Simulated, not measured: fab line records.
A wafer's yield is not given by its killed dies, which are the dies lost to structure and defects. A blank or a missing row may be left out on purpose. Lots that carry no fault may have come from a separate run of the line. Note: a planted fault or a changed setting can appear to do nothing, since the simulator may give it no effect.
Split-lot trial    flow rit_cmos    23 wafers read across 5 lots, on a route 202 steps long

ABOUT THE SPLIT
At RIT_NWELL_IMPLANT_08, the setting dose_cm2 was moved away from the recipe's 5e+13 on 6 of the 23 wafers read, by -7.1% to -4.5%. This setting was run at the recipe's value on the other wafers.

FROM THE SPLIT TO THE READING: what the file shows between them, 6 steps
- RIT_NWELL_STRIP_09: strips in O2, time 180 s
- RIT_NWELL_TW_MEAS_10
- RIT_PWELL_SOFTBAKE_02: time 60 s (also split here: temp_c)
- RIT_PWELL_DEVELOP_05: develop time 68 s (also split here: develop_time_s)
- RIT_PWELL_HARDBAKE_07: time 120 s
- RIT_WELLDRIVE_ANNEAL_00: time 14700 s

THE READING
NWELL_RS in ohm/sq, measured at RIT_WELLDRIVE_RS_MEAS_01 by four-point-probe. Typical for fault-free wafers on this fab line: 274.9 ohm/sq, with standard deviation 0.73 ohm/sq.

wafer   tool, chamber at the split  dose_cm2 as run  against the recipe  NWELL_RS, ohm/sq  against lot-mates on the recipe
L074.2  implanter-04, 0             5e+13            recipe              274.6             -
L074.3  implanter-04, 0             5e+13            recipe              274.5             -
L074.4  implanter-04, 0             5e+13            recipe              274.7             -
L074.5  implanter-04, 0             5e+13            recipe              274.7             -
L074.6  implanter-04, 0             5e+13            recipe              274.3             -
L075.1  implanter-01, 0             4.701e+13        -6.0%               284.7             +11.0
L075.2  implanter-01, 0             4.701e+13        -6.0%               284.6             +10.9
L075.3  implanter-01, 0             5e+13            recipe              273.7             -
L075.5  implanter-01, 0             5e+13            recipe              273.2             -
L075.6  implanter-01, 0             5e+13            recipe              274.2             -
L078.1  implanter-01, 0             5e+13            recipe              275.9             -
L078.2  implanter-01, 0             5e+13            recipe              275.4             -
L078.4  implanter-01, 0             4.774e+13        -4.5%               282.7             +7.5
L078.5  implanter-01, 0             5e+13            recipe              274.4             -
L078.6  implanter-01, 0             4.774e+13        -4.5%               282.5             +7.3
L079.1  implanter-04, 0             4.643e+13        -7.1%               286.8             +12.6
L079.2  implanter-04, 0             5e+13            recipe              274.9             -
L079.3  implanter-04, 0             4.643e+13        -7.1%               286.6             +12.4
L079.4  implanter-04, 0             5e+13            recipe              274.0             -
L079.6  implanter-04, 0             5e+13            recipe              273.7             -
L081.1  implanter-02, 0             5e+13            recipe              274.4             -
L081.5  implanter-02, 0             5e+13            recipe              273.3             -
L081.6  implanter-02, 0             5e+13            recipe              274.6             -

THE FIT
A straight line over all 23 wafers: NWELL_RS changes by -1.74 ohm/sq for each +1% of dose_cm2; r = -0.99; the points scatter about the line by 0.62 ohm/sq.
The same after taking each lot's own level away (the mean of its wafers on the recipe; 23 wafers): -1.76 ohm/sq for each +1%; r = -1.00; scatter 0.47 ohm/sq.
That fit puts the effect of the largest move of dose_cm2 on the reading at 13 ohm/sq.
Measured against the standard deviation above, the lots' own levels, which go from 273.70 to 275.23 ohm/sq, span 2.1 times it.
The two slopes are in agreement: the lot-to-lot level therefore moves the slope only a little.
Check: for one of the wafers moved furthest among these (-7.1%), held out of the fit, the line's prediction against its lot-mates is +12.5 ohm/sq. Against them it came out at +12.6 ohm/sq.

ADDITIONAL SPLITS CARRIED BY THESE WAFERS
Before the reading, these wafers also passed through other splits. Each is held against what the fit with the lots' levels taken away leaves over:
other split on the same wafers       wafers away from the commonest value  r with NWELL_RS (lot level and that fit taken away)
RIT_ACTIVE_CVD_03 pressure_mtorr     18                                    +0.08
RIT_ACTIVE_EXPOSE_08 dose_mj         5                                     -0.08
RIT_ACTIVE_ETCH_13 rf_w              8                                     -0.22
RIT_PWELL_SOFTBAKE_02 temp_c         8                                     +0.33
RIT_PWELL_DEVELOP_05 develop_time_s  7                                     -0.05

THE WHOLE CHAIN: every reading that the file lists as answering this split, in the file's order
step                      what it does                  reading   change (the file's fit)            r (the file's)
RIT_NWELL_TW_MEAS_10                                    NWELL_TW  +6.99 for each +1% of the setting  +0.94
RIT_WELLDRIVE_RS_MEAS_01  measures by four-point-probe  NWELL_RS  -1.76 for each +1% of the setting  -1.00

FILE'S OWN FIT
NWELL_RS changes by -1.76 ohm/sq for each +1% of dose_cm2, r = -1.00.
